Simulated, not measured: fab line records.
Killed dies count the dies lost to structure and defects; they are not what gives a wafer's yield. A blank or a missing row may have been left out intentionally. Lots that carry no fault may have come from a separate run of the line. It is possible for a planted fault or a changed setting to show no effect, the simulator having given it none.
What tool caused it? :: flow berkeley cmos170 :: 7 lots, 21 wafers sampled, at 2 steps of a route of 331

## WHAT THE GAUGES READ, wafer by wafer
UCB170_M2_CD_MEAS_15: target cd 700 nm.
lot: L349
measured: day 9 12:19
on: cd sem-01
cd nm (nm): 700.5 699.0 699.1

lot: L350
measured: day 9 12:35
on: cd sem-01
cd nm (nm): 700.5 700.2 699.9

lot: L352
measured: day 9 22:24
on: cd sem-02
cd nm (nm): 702.4 701.2 700.3

lot: L362
measured: day 11 11:43
on: cd sem-02
cd nm (nm): 701.8 701.5 700.4

lot: L369
measured: day 16 12:46
on: cd sem-02
cd nm (nm): 700.3 699.0 701.1

lot: L368
measured: day 16 15:15
on: cd sem-02
cd nm (nm): 700.2 700.2 699.4

lot: L370
measured: day 16 15:58
on: cd sem-02
cd nm (nm): 698.3 698.4 697.8

## TOOL THAT RAN EACH LOT (tool first, then ch and the chambers of the sampled wafers, then the start)
lot: L349
UCB170_V1_ETCH_14: rie diel-02 ch 0,3, day 9 09:15

lot: L350
UCB170_V1_ETCH_14: rie diel-04 ch 1,2,3, day 9 09:43

lot: L352
UCB170_V1_ETCH_14: rie diel-02 ch 0,3, day 9 19:53

lot: L362
UCB170_V1_ETCH_14: rie diel-01 ch 0,2,3, day 11 07:28

lot: L369
UCB170_V1_ETCH_14: rie diel-01 ch 0,3, day 16 06:07

lot: L368
UCB170_V1_ETCH_14: rie diel-02 ch 1,2, day 16 06:44

lot: L370
UCB170_V1_ETCH_14: rie diel-04 ch 1,3, day 16 06:58
- UCB170_V1_ETCH_14: etches SiO2 in CHF3/CF4/Ar, stops on Al, target depth 1250 nm, time 291 s.

## THE ANSWER, worked out from the rows above alone
Rule: what is usual is taken from the lots themselves. Put in order of their means at a reading, lots are off if they are a third of the lots or fewer, leave a main group of 4 or more, and stand apart from it by a gap of 3 or more times the standard deviation of the main group's means; of several such gaps the widest counts. If all means in a main group match to the digits the tables above print for the reading, that group is not used. A lot without any number at a reading at which 4 lots or more have one is off too. All remaining lots with rows at the step are treated as sound.
Across all readings shown, no lot is off: no conclusion can be drawn from this.

## WHAT THE SIMULATOR HAD PUT IN
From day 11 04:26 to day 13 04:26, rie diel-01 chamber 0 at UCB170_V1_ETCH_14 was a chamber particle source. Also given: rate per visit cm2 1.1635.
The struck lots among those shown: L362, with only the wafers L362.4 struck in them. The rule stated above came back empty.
